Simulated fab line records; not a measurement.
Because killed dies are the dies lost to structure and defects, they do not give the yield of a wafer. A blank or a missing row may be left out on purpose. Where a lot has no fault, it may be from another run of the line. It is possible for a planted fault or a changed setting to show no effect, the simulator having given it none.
fab line records | flow rit-cmos
record: lots: 6 | wafers: 18 | last-day: 7
route steps=202 shown NRETRO@60 PRETRO@64 GATE@76 FOX2@80 M1@202
lots untouched by any fault: they come from a run of this same line in which no faults occurred
start-h: hours from the record's first day to the start of the lot's first wafer shown | wait-h: hours since the lot's step before | " same as the row above | L1.1+2: one row covering several wafers at once | - no value, or no start was given | * or withheld: withheld | < > ~ a bound
route shown NAME@n: a module of which the file shows steps, and the number in the route of the first | usual: the fault-free wafers' mean and standard deviation | same: alike in all rows | chamber/n: place in a boat | sites: the reading at each site | _std_site: the values' standard deviation | _edge_site: outer sites' mean less inner sites' | radius-mm: for every site, how far away it sits from the centre of the wafer | mask NAME#n: copy n | behind: tool/chamber where the wafer was last shaped | hold: reason for holding the lot/hours on hold/outcome of the hold | device: the n, p or np transistor that did not switch | end of line: tests run on the same wafers once the route is complete | a step with no rows: only its recipe | killed: at the first sort, the dies lost to defects and structure; wafer yield is something else | map: a wafer's dies, marking killed ones x, the rest . and places with no die _
set.NAME: setting as actually run; set.NAME@STEP: the setting as run at that earlier step | model.NAME: the simulator's own value behind a step, which no gauge read
a table for each step, a row for each wafer; lots at some steps of the route
services: the hour from which a tool's chamber was out of use, counted from the record's first day as start-h (under 0 if before that day), plus the number of hours and why
== steps ==
step: RIT_NRETRO_HARDBAKE_07
recipe: resist: NOVOLAK | temp-c: 140 | time-s: 120
step: RIT_NRETRO_IMPLANT_08
recipe: species: P | energy-kev: 70 | dose-cm2: 1e+13 | tilt-deg: 7
step: RIT_NRETRO_STRIP_09
recipe: chemistry: O2 | time-s: 180 | resist: NOVOLAK | platen-temp-c: withheld | power-w: 500 | pressure-mtorr: 4000 | o2-flow-sccm: 4000
usual: drypump-motor-current-A: 5.8/0.6 | o2-flow-sccm: 4001/12
same: time-s: 180
lot.wafer | tool            | chamber | start-h | wait-h | drypump-motor-current-A | o2-flow-sccm | rf-hours-counter-h
L300.1    | plasma-asher-01 | 0       | 40.47   | 0.1    | 5.7                     | 4018         | 24
L300.5    | "               | 1       | "       | "      | 4.9                     | 4014         | -
L300.6    | "               | 0       | "       | "      | 5.7                     | 3983         | -
L309.2    | plasma-asher-04 | 0       | 84.30   | 0.1    | 6.3                     | 3998         | 47
L309.5    | "               | 1       | "       | "      | 6.3                     | 4001         | -
L309.6    | "               | 0       | "       | "      | 6.3                     | 4007         | -
L311.1    | plasma-asher-04 | 1       | 94.30   | 0.1    | 6.3                     | 3993         | 48
L311.2    | "               | 0       | "       | "      | 6.3                     | 4025         | 48
L311.6    | "               | 0       | "       | "      | 6.3                     | 3999         | -
L317.1    | plasma-asher-03 | 1       | 126.06  | 0.1    | 5.9                     | 4011         | 46
L317.2    | "               | 0       | "       | "      | 4.9                     | 3995         | 46
L317.6    | "               | 0       | "       | "      | 4.9                     | 3991         | -
L318.1    | plasma-asher-03 | 1       | 131.88  | 0.1    | 5.9                     | 4000         | 47
L318.2    | "               | 0       | "       | "      | 4.9                     | 3997         | 47
L318.3    | "               | 0       | "       | "      | 4.9                     | 3980         | -
L320.2    | plasma-asher-04 | 1       | 139.27  | 0.1    | 6.3                     | 3998         | 53
L320.3    | "               | 1       | "       | "      | 6.3                     | 4006         | -
L320.6    | "               | 1       | "       | "      | 6.3                     | 4013         | -
step: RIT_NRETRO_TW_MEAS_10
usual: NRETRO_TW: 1054/6.8
lot.wafer | tool          | chamber | start-h | wait-h | NRETRO_TW
L300.1    | film-metro-04 | -       | 40.65   | 0.1    | 1064
L300.5    | "             | -       | "       | "      | 1061
L300.6    | "             | -       | "       | "      | 1056
L309.2    | film-metro-01 | -       | 84.48   | 0.1    | 1041
L309.5    | "             | -       | "       | "      | 1042
L309.6    | "             | -       | "       | "      | 1040
L311.1    | film-metro-01 | -       | 94.47   | 0.1    | 1045
L311.2    | "             | -       | "       | "      | 1046
L311.6    | "             | -       | "       | "      | 1045
L317.1    | film-metro-03 | -       | 126.23  | 0.1    | 1056
L317.2    | "             | -       | "       | "      | 1055
L317.6    | "             | -       | "       | "      | 1059
L318.1    | film-metro-01 | -       | 132.05  | 0.1    | 1044
L318.2    | "             | -       | "       | "      | 1046
L318.3    | "             | -       | "       | "      | 1046
L320.2    | film-metro-04 | -       | 139.45  | 0.1    | 1054
L320.3    | "             | -       | "       | "      | 1055
L320.6    | "             | -       | "       | "      | 1059
step: RIT_PRETRO_HMDS_00
recipe: prime-time-s: 60 | prime-temp-c: 140
step: RIT_PRETRO_COAT_01
recipe: resist: NOVOLAK | spin-rpm: 2000 | resist-thk-nm: 1300
step: RIT_PRETRO_SOFTBAKE_02
recipe: resist: NOVOLAK | temp-c: 90 | time-s: 60
step: RIT_PRETRO_EXPOSE_03
recipe: mask-id: M5 | na: 0.57 | target-cd-nm: 43700 | dose-mj: 250
step: RIT_PRETRO_PEB_04
recipe: resist: NOVOLAK | temp-c: withheld | time-s: withheld
step: RIT_PRETRO_DEVELOP_05
recipe: resist: NOVOLAK | develop-time-s: 68 | dev-temp-c: 23
step: RIT_PRETRO_OVL_MEAS_06
usual: PRETRO_OVL: 2.1/1.3
lot.wafer | tool       | chamber | start-h | wait-h | PRETRO_OVL[nm]
L300.1    | overlay-02 | -       | 41.71   | -      | 1.6
L300.5    | "          | -       | "       | "      | 0.8
L300.6    | "          | -       | "       | "      | 1.4
L309.2    | overlay-02 | -       | 85.54   | -      | 0.9
L309.5    | "          | -       | "       | "      | 1.2
L309.6    | "          | -       | "       | "      | 2.7
L311.1    | overlay-01 | -       | 95.54   | -      | 1.4
L311.2    | "          | -       | "       | "      | 2.0
L311.6    | "          | -       | "       | "      | 1.6
L317.1    | overlay-01 | -       | 127.30  | -      | 1.8
L317.2    | "          | -       | "       | "      | 2.2
L317.6    | "          | -       | "       | "      | 1.7
L318.1    | overlay-02 | -       | 132.99  | -      | 1.5
L318.2    | "          | -       | "       | "      | 0.8
L318.3    | "          | -       | "       | "      | -0.2
L320.2    | overlay-01 | -       | 140.51  | -      | 3.6
L320.3    | "          | -       | "       | "      | 3.2
L320.6    | "          | -       | "       | "      | 2.6
step: RIT_PRETRO_HARDBAKE_07
recipe: resist: NOVOLAK | temp-c: 140 | time-s: 120
step: RIT_PRETRO_IMPLANT_08
recipe: species: B | energy-kev: 45 | dose-cm2: 1.2e+13 | tilt-deg: 7
usual: dose-ions-cm2: 1.1996e+13/1.3e+10 | faraday-current-uA: 37.9/0.74
lot.wafer | tool         | chamber | start-h | wait-h | dose-ions-cm2 | faraday-current-uA
L300.1    | implanter-03 | 0       | 42.00   | 0.2    | 1.2e+13       | 37.3
L300.5    | "            | 0       | "       | "      | 1.1994e+13    | 37.4
L300.6    | "            | 0       | "       | "      | 1.1996e+13    | 37.5
L309.2    | implanter-01 | 0       | 85.85   | 0.2    | 1.2006e+13    | 38.2
L309.5    | "            | 0       | "       | "      | 1.1981e+13    | 39.0
L309.6    | "            | 0       | "       | "      | 1.199e+13     | 38.5
L311.1    | implanter-01 | 0       | 95.82   | 0.2    | 1.2026e+13    | 38.3
L311.2    | "            | 0       | "       | "      | 1.2007e+13    | 36.8
L311.6    | "            | 0       | "       | "      | 1.2016e+13    | 38.4
L317.1    | implanter-01 | 0       | 127.58  | 0.2    | 1.2006e+13    | 38.6
L317.2    | "            | 0       | "       | "      | 1.198e+13     | 37.8
L317.6    | "            | 0       | "       | "      | 1.1997e+13    | 38.8
L318.1    | implanter-03 | 0       | 133.28  | 0.2    | 8.045e+12     | 25.8
L318.2    | "            | 0       | "       | "      | 8.034e+12     | 25.9
L318.3    | "            | 0       | "       | "      | 8.036e+12     | 25.8
L320.2    | implanter-03 | 0       | 140.82  | 0.2    | 8.027e+12     | 25.3
L320.3    | "            | 0       | "       | "      | 8.034e+12     | 26.3
L320.6    | "            | 0       | "       | "      | 8.054e+12     | 25.4
step: RIT_PRETRO_STRIP_09
recipe: chemistry: O2 | time-s: 180 | resist: NOVOLAK | platen-temp-c: withheld | power-w: 500 | pressure-mtorr: 4000 | o2-flow-sccm: 4000
usual: drypump-motor-current-A: 5.4/0.41 | o2-flow-sccm: 3999/11
same: time-s: 180
lot.wafer | tool            | chamber | start-h | wait-h | drypump-motor-current-A | o2-flow-sccm | rf-hours-counter-h
L300.1    | plasma-asher-03 | 0       | 42.15   | 0.1    | 4.9                     | 3998         | 37
L300.5    | "               | 0       | "       | "      | 4.9                     | 4000         | -
L300.6    | "               | 1       | "       | "      | 5.9                     | 4007         | -
L309.2    | plasma-asher-01 | 0       | 85.97   | 0.1    | 5.7                     | 4018         | 29
L309.5    | "               | 1       | "       | "      | 4.9                     | 4008         | -
L309.6    | "               | 0       | "       | "      | 5.8                     | 4013         | -
L311.1    | plasma-asher-03 | 0       | 95.97   | 0.1    | 4.9                     | 3977         | 43
L311.2    | "               | 1       | "       | "      | 5.9                     | 3994         | 43
L311.6    | "               | 0       | "       | "      | 4.9                     | 4002         | -
L317.1    | plasma-asher-02 | 0       | 127.73  | 0.1    | 5.4                     | 4032         | 1
L317.2    | "               | 1       | "       | "      | 5.5                     | 4001         | 1
L317.6    | "               | 0       | "       | "      | 5.4                     | 4014         | -
L318.1    | plasma-asher-01 | 1       | 133.43  | 0.1    | 4.9                     | 3982         | 34
L318.2    | "               | 0       | "       | "      | 5.7                     | 3994         | 34
L318.3    | "               | 1       | "       | "      | 4.9                     | 3984         | -
L320.2    | plasma-asher-02 | 1       | 140.94  | 0.1    | 5.5                     | 4020         | 3
L320.3    | "               | 1       | "       | "      | 5.5                     | 4011         | -
L320.6    | "               | 1       | "       | "      | 5.5                     | 4018         | -
step: RIT_PRETRO_TW_MEAS_10
usual: PRETRO_TW: 476.1/2.7
lot.wafer | tool          | chamber | start-h | wait-h | hold                     | PRETRO_TW
L300.1    | film-metro-02 | -       | 42.32   | 0.1    | -                        | 478.1
L300.5    | "             | -       | "       | "      | -                        | 475.3
L300.6    | "             | -       | "       | "      | -                        | 475.4
L309.2    | film-metro-01 | -       | 86.16   | 0.1    | -                        | 475.5
L309.5    | "             | -       | "       | "      | -                        | 475.6
L309.6    | "             | -       | "       | "      | -                        | 472.5
L311.1    | film-metro-04 | -       | 96.15   | 0.1    | -                        | 475.5
L311.2    | "             | -       | "       | "      | -                        | 476.6
L311.6    | "             | -       | "       | "      | -                        | 478.6
L317.1    | film-metro-04 | -       | 127.91  | 0.1    | -                        | 478.2
L317.2    | "             | -       | "       | "      | -                        | 475.2
L317.6    | "             | -       | "       | "      | -                        | 477.3
L318.1    | film-metro-02 | -       | 133.61  | 0.1    | await-dispo/0.2h/release | 420.3
L318.2    | "             | -       | "       | "      | await-dispo/0.2h/release | 420.8
L318.3    | "             | -       | "       | "      | await-dispo/0.2h/release | 420.4
L318.1    | film-metro-02 | -       | 133.83  | 0.2    | -                        | 419.3
L318.2    | "             | -       | "       | "      | -                        | 418.6
L318.3    | "             | -       | "       | "      | -                        | 419.7
L320.2    | film-metro-01 | -       | 141.13  | 0.1    | await-dispo/0.2h/release | 419.7
L320.3    | "             | -       | "       | "      | await-dispo/0.2h/release | 420.9
L320.6    | "             | -       | "       | "      | await-dispo/0.2h/release | 420.7
L320.2    | film-metro-01 | -       | 141.36  | 0.2    | -                        | 418.6
L320.3    | "             | -       | "       | "      | -                        | 416.3
L320.6    | "             | -       | "       | "      | -                        | 418.3
step: RIT_GATE_CLEAN_01
recipe: chemistry: SC1 | mix: 3:3:50 | time-s: 600 | temp-c: 75
step: RIT_GATE_CLEAN_02
recipe: chemistry: dHF | dilution: 50:1 | time-s: 30
step: RIT_GATE_CLEAN_03
recipe: chemistry: SC2 | mix: 3:3:50 | time-s: 600 | temp-c: 75 | dry: n2-spin
step: RIT_GATE_CLEAN_04
recipe: chemistry: dHF | dilution: 50:1 | time-s: 60 | dry: n2-spin
step: RIT_FOX2_THK_MEAS_91
recipe: reads: SiO2_of_FOX2_OXIDATION_00
usual: FIELD_OXIDE_LEFT_2_THK: 252/7
lot.wafer | tool          | chamber | start-h | wait-h | FIELD_OXIDE_LEFT_2_THK[nm]
L300.1    | film-metro-02 | -       | 43.15   | 0.0    | 247
L300.5    | "             | -       | "       | "      | 246
L300.6    | "             | -       | "       | "      | 246
L309.2    | film-metro-03 | -       | 86.64   | 0.0    | 251
L309.5    | "             | -       | "       | "      | 252
L309.6    | "             | -       | "       | "      | 254
L311.1    | film-metro-02 | -       | 96.62   | 0.0    | 243
L311.2    | "             | -       | "       | "      | 241
L311.6    | "             | -       | "       | "      | 244
L317.1    | film-metro-02 | -       | 128.40  | 0.0    | 255
L317.2    | "             | -       | "       | "      | 260
L317.6    | "             | -       | "       | "      | 253
L320.2    | film-metro-03 | -       | 147.02  | 0.0    | 247
L320.3    | "             | -       | "       | "      | 253
L320.6    | "             | -       | "       | "      | 248
L318.1    | film-metro-04 | -       | 147.50  | 0.0    | 258
L318.2    | "             | -       | "       | "      | 255
L318.3    | "             | -       | "       | "      | 262
step: RIT_GATE_OXIDATION_05
recipe: temp-c: 900 | ambient: O2 | target-thk-a: 30 | ox-time-s: 270
usual: spike-tc-centre-C: 903.2/1.1
lot.wafer | tool       | chamber | start-h | wait-h | spike-tc-centre-C | model.SiO2_of_GATE_OXIDATION_05.thk-nm
L300.1    | furnace-03 | 0       | 43.37   | 0.2    | 904.0             | 3.081
L300.5    | "          | 0       | "       | "      | 903.6             | 3.019
L300.6    | "          | 0       | "       | "      | 904.6             | 3.008
L309.2    | furnace-04 | 0       | 86.69   | 0.0    | 902.8             | 2.968
L309.5    | "          | 0       | "       | "      | 903.2             | 2.961
L309.6    | "          | 0       | "       | "      | 900.8             | 2.997
L311.1    | furnace-01 | 0       | 99.25   | 2.6    | 903.8             | 2.847
L311.2    | "          | 0       | "       | "      | 902.2             | 2.881
L311.6    | "          | 0       | "       | "      | 902.2             | 2.883
L317.1    | furnace-01 | 0       | 128.46  | 0.1    | 902.6             | 3.02
L317.2    | "          | 0       | "       | "      | 902.6             | 2.995
L317.6    | "          | 0       | "       | "      | 902.9             | 3.101
L320.2    | furnace-01 | 0       | 147.30  | 0.3    | 903.2             | 3.025
L320.3    | "          | 0       | "       | "      | 902.9             | 2.989
L320.6    | "          | 0       | "       | "      | 903.0             | 3.045
L318.1    | furnace-03 | 0       | 148.14  | 0.6    | 904.6             | 3.029
L318.2    | "          | 0       | "       | "      | 902.7             | 3.041
L318.3    | "          | 0       | "       | "      | 903.7             | 2.985
step: RIT_GATE_ANNEAL_06
recipe: temp-c: 900 | time-s: 600 | ambient: N2O
step: RIT_M1_PROBE_99
usual: killed_at_M0_to_M3: 0.0/0.14 | killed-at-contacts: 0.0/0.16 | killed-at-front-end: 7/3 | killed-dies: 7/3 | killed-open: 3.5/2 | killed-short: 3.6/2.1
same: gross-dies: 264 | killed_at_M4_up: 0 | killed-at-back-side: 0 | killed-at-other: 0
lot.wafer | tool      | chamber | start-h | wait-h | killed_at_M0_to_M3 | killed-at-contacts | killed-at-front-end | killed-dies | killed-open | killed-short
L300.1    | prober-01 | -       | 68.47   | 0.1    | 0                  | 0                  | 12                  | 12          | 8           | 4
L300.5    | prober-01 | -       | 68.67   | 0.2    | 0                  | 0                  | 15                  | 15          | 7           | 8
L300.6    | prober-01 | -       | 68.72   | 0.2    | 0                  | 0                  | 8                   | 8           | 4           | 4
L309.2    | prober-02 | -       | 113.80  | 0.1    | 0                  | 0                  | 8                   | 8           | 2           | 6
L309.5    | prober-02 | -       | 113.95  | 0.2    | 0                  | 0                  | 8                   | 8           | 6           | 2
L309.6    | prober-02 | -       | 114.00  | 0.2    | 0                  | 0                  | 10                  | 10          | 4           | 6
L311.1    | prober-02 | -       | 126.05  | 0.1    | 0                  | 0                  | 9                   | 9           | 4           | 5
L311.2    | prober-02 | -       | 126.10  | 0.1    | 0                  | 0                  | 9                   | 9           | 1           | 8
L311.6    | prober-02 | -       | 126.30  | 0.2    | 0                  | 0                  | 9                   | 9           | 2           | 7
L317.1    | prober-01 | -       | 153.15  | 0.1    | 0                  | 0                  | 2                   | 2           | 1           | 1
L317.2    | prober-01 | -       | 153.20  | 0.1    | 0                  | 0                  | 10                  | 10          | 6           | 4
L317.6    | prober-01 | -       | 153.40  | 0.2    | 0                  | 1                  | 6                   | 7           | 3           | 4
L318.1    | prober-02 | -       | 175.84  | 0.1    | 0                  | 0                  | 8                   | 8           | 5           | 3
L318.2    | prober-02 | -       | 175.89  | 0.1    | 0                  | 0                  | 5                   | 5           | 2           | 3
L318.3    | prober-02 | -       | 175.94  | 0.2    | 0                  | 0                  | 9                   | 9           | 4           | 5
L320.2    | prober-02 | -       | 176.58  | 0.1    | 1                  | 0                  | 3                   | 4           | 2           | 2
L320.3    | prober-02 | -       | 176.63  | 0.2    | 0                  | 0                  | 7                   | 7           | 4           | 3
L320.6    | prober-02 | -       | 176.78  | 0.2    | 0                  | 0                  | 3                   | 3           | 1           | 2
killed by level:class
L300.1 GATE:geometric-particle:open=6 GATE:geometric-particle:short=4 FOX1:geometric-particle:open=1 SPACER:geometric-particle:open=1
L300.5 GATE:geometric-particle:short=4 FOX1:geometric-particle:open=3 GATE:geometric-particle:open=3 FOX1:geometric-particle:short=1 FOX2:geometric-particle:short=1 SPACER:geometric-particle:short=1 SILICIDE:geometric-particle:short=1 SILICIDE:geometric-particle:open=1
L300.6 GATE:geometric-particle:short=3 FOX1:geometric-particle:open=1 GATE:geometric-particle:open=1 REOX:geometric-particle:open=1 SPACER:geometric-particle:open=1 SILICIDE:geometric-particle:short=1
L309.2 GATE:geometric-particle:short=5 FOX2:geometric-particle:short=1 FOX2:geometric-particle:open=1 GATE:geometric-particle:open=1
L309.5 FOX2:geometric-particle:open=2 GATE:geometric-particle:short=2 REOX:geometric-particle:open=2 FOX1:geometric-particle:open=1 GATE:geometric-particle:open=1
L309.6 GATE:geometric-particle:short=3 FOX1:geometric-particle:short=2 GATE:geometric-particle:open=1 REOX:geometric-particle:open=1 SPACER:geometric-particle:open=1 SILICIDE:geometric-particle:open=1 SILICIDE:geometric-particle:short=1
L311.1 SILICIDE:geometric-particle:short=3 GATE:geometric-particle:open=2 FOX1:geometric-particle:open=1 GATE:geometric-particle:short=1 REOX:geometric-particle:open=1 SPACER:geometric-particle:short=1
L311.2 REOX:geometric-particle:short=3 SPACER:geometric-particle:short=3 SILICIDE:geometric-particle:short=2 REOX:geometric-particle:open=1
L311.6 SPACER:geometric-particle:short=4 REOX:geometric-particle:short=2 FOX2:geometric-particle:open=1 GATE:geometric-particle:short=1 GATE:geometric-particle:open=1
L317.1 FOX2:geometric-particle:open=1 REOX:geometric-particle:short=1
L317.2 GATE:geometric-particle:open=3 FOX1:geometric-particle:short=2 GATE:geometric-particle:short=2 REOX:geometric-particle:open=2 FOX2:geometric-particle:open=1
L317.6 GATE:geometric-particle:open=3 GATE:geometric-particle:short=2 FOX2:geometric-particle:short=1 CONTACT:geometric-particle:short=1
L318.1 FOX2:geometric-particle:short=2 GATE:geometric-particle:open=2 SPACER:geometric-particle:open=2 SILICIDE:geometric-particle:open=1 SILICIDE:geometric-particle:short=1
L318.2 GATE:geometric-particle:short=2 FOX1:geometric-particle:open=1 GATE:geometric-particle:open=1 SILICIDE:geometric-particle:short=1
L318.3 SILICIDE:geometric-particle:short=3 SPACER:geometric-particle:open=2 ACTIVE:geometric-particle:short=1 GATE:geometric-particle:open=1 REOX:geometric-particle:open=1 REOX:geometric-particle:short=1
L320.2 FOX2:geometric-particle:open=1 REOX:geometric-particle:open=1 SPACER:geometric-particle:short=1 M1:geometric-particle:short=1
L320.3 REOX:geometric-particle:open=2 REOX:geometric-particle:short=2 FOX1:geometric-particle:open=1 GATE:geometric-particle:open=1 SPACER:geometric-particle:short=1
L320.6 GATE:geometric-particle:short=1 SPACER:geometric-particle:open=1 SPACER:geometric-particle:short=1
== services ==
tool            | chamber | start-h | hours | kind
plasma-asher-04 | -       | 21.50   | 2.6   | repair
furnace-01      | -       | 40.59   | 3.2   | pm
furnace-04      | -       | 90.00   | 9.9   | pm
furnace-03      | -       | 95.16   | 4.2   | pm
plasma-asher-01 | -       | 98.37   | 0.4   | repair
plasma-asher-01 | -       | 103.03  | 2.8   | pm
furnace-01      | -       | 108.52  | 3.1   | pm
plasma-asher-02 | -       | 108.75  | 9.0   | pm
plasma-asher-02 | 0       | 108.75  | 9.0   | vent-cycle
plasma-asher-02 | 1       | 108.75  | 9.0   | vent-cycle
plasma-asher-02 | 0       | 117.75  | -     | clean
plasma-asher-02 | 1       | 117.75  | -     | clean
plasma-asher-04 | -       | 125.04  | 2.2   | repair
implanter-03    | -       | 125.97  | 4.0   | repair
furnace-01      | -       | 130.79  | 16.5  | repair
implanter-01    | -       | 138.64  | 5.4   | pm
implanter-01    | -       | 144.06  | 4.8   | pm
== key ==
first-sign: step: RIT_PRETRO_IMPLANT_08 | reading: dose-ions-cm2 | direction: down | sigmas: 99+ | usual: 1.1996e+13 | struck: 8.038e+12
effect: step: RIT_PRETRO_IMPLANT_08 | reading: faraday-current-uA | direction: down | sigmas: 16 | usual: 37.9 | struck: 25.7
effect: step: RIT_PRETRO_TW_MEAS_10 | reading: visit | direction: added
effect: step: RIT_PRETRO_TW_MEAS_10 | reading: PRETRO_TW | direction: down | sigmas: 21 | usual: 476.1 | struck: 420.5
model-effect: step: RIT_GATE_OXIDATION_05 | value: SiO2_of_GATE_OXIDATION_05.thk-nm | without: 2.947 | struck: 3.019
met-at RIT_PRETRO_IMPLANT_08
struck-wafers L318.1,L318.2,L318.3,L320.2,L320.3,L320.6
tester-left-out L318,L320
onset-between 42.00 133.28
fault: kind: process-parameter-drift | tool: implanter-03 | chamber: - | onset-h: 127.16 | steps: RIT_PRETRO_IMPLANT_08 | channel: dose-cm2 | offset: -3.96e+12 | shape: step | end-h: 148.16 | acts-in: these-recipes-only | stated: 1.2e+13
tester-left-out: of these lots the tester's yield and bins aren't shown, on N5 and GAA mostly nor the transistor test; their killed dies are dies lost to structure and defects alone, not to doping, threshold or leakage, so they don't give the yield
